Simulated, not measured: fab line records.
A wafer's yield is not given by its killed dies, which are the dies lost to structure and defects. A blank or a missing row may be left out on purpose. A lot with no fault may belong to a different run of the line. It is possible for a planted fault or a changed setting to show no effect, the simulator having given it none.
Comparing a struck lot with a sound one | flow ritCmos | 18 steps out of a route of 202
Sound: wafers L508.2, L508.4, L508.6. The struck wafers were L512.1, L512.3, L512.5. The cause is given at the end.
Per side, at each step with rows, come the tool, then ch with its chambers, and then its first start. Under that, the readings that differ: sound wafers | struck wafers | difference of the means | sigmas: that difference in standard deviations of wafers without a fault.
alike: same words and numbers on both sides, and readings whose means sit less than 2 such deviations apart. not compared: any withheld reading, any reading some wafer has no value for, any bound like >300 that may hide the same value, and any number with overlapping values for which the record gives no deviation.
The two part at a step that has a row with sigmas, a row that says differs or no value, or rows on one side only. Non-overlapping numbers with no deviation appear without sigmas and do not part them. Lack of a reading on every wafer of one side parts them only where that side has two or more wafers.

first, 1 step without rows for these wafers: RIT_PLDD_IMPLANT_08.
RIT_PLDD_STRIP_09: strips in O2, time 180 s.
  sound on plasmaAsher-03 ch 0,1, day 4 07:00; struck on plasmaAsher-02 ch 0,1, day 5 02:43
  alike: drypumpMotorCurrentA
  not compared: rfHoursCounterH
RIT_PLDD_TW_MEAS_10:
  sound: filmMetro-04 at day 4 07:11; struck: filmMetro-01 at day 5 02:54
  alike: PLDD_TW
then, 4 steps without rows for these wafers: RIT_SPACER_CLEAN_00 (cleans in SC1, time 600 s); RIT_SPACER_CLEAN_01 (cleans in dHF, time 30 s); RIT_SPACER_CLEAN_02 (cleans in SC2, time 600 s); RIT_SPACER_CVD_03 (deposits Si3N4 from SiH2Cl2/NH3, target thk 250 nm, time 3300 s).
RIT_SPACER_THK_MEAS_04:
  sound: filmMetro-01 at day 4 09:34; struck: filmMetro-03 at day 5 06:13
reading                 | sound             | struck            | difference | sigmas
SPACER_NITRIDE_THK (nm) | 245.7 246.6 244.5 | 252.0 252.4 250.2 | +5.9       | +2
RIT_SPACER_ETCHBACK_05: etches Si3N4 in SF6/CHF3, stops on SiO2, target depth 250 nm, time 240 s.
  sound on rieDiel-04 ch 1,3, day 4 09:37; struck on rieDiel-03 ch 0,2, day 5 06:17
  alike: drypumpMotorCurrentA, oesProductAu, rfFwdPowerW, throttleValvePct
  not compared: rfHoursCounterH
then, 3 steps without rows for these wafers: RIT_NSD_HMDS_00 (prime time 60 s); RIT_NSD_COAT_01 (resist thk 1000 nm); RIT_NSD_SOFTBAKE_02 (time 60 s).
RIT_NSD_EXPOSE_03: exposes mask M9, target cd 40700 nm.
  sound on ilineStepper-01 ch 0, day 4 10:22; struck on ilineStepper-01 ch 0, day 5 07:00
reading                   | sound                   | struck            | difference | sigmas
model.NSD.overlayXNm (nm) | -0.1016 -0.1016 -0.1016 | 420.8 420.8 420.8 | +420.9     | 
  alike: mask, reticleTempC
then, 2 steps without rows for these wafers: RIT_NSD_PEB_04; RIT_NSD_DEVELOP_05 (develop time 50 s).
RIT_NSD_OVL_MEAS_06:
  sound: overlay-02 at day 4 10:44; struck: overlay-02 at day 5 07:24
reading      | sound          | struck            | difference | sigmas
NSD_OVL (nm) | -1.4 -0.7 -1.2 | 419.5 417.4 418.3 | +419.5     | +99 or more
then, 1 step without rows for these wafers: RIT_NSD_HARDBAKE_07 (time 60 s).
RIT_M1_PROBE_99:
  sound: prober-01 at day 4 20:45; struck: prober-01 at day 5 17:28
reading                                | sound | struck | difference | sigmas
model.etest.selectEdgeDiodeN.overLimit | 0 0 0 | 1 1 1  | +1         | 
  alike: killedAtFrontEnd, killedDies, killedOpen, killedShort

## WHERE THEY PART
First at RIT_SPACER_THK_MEAS_04; last, within this record, at RIT_NSD_OVL_MEAS_06. Later steps at which nothing parts them and some readings are alike: RIT_M1_PROBE_99.

WHY: what had been put in by the simulator
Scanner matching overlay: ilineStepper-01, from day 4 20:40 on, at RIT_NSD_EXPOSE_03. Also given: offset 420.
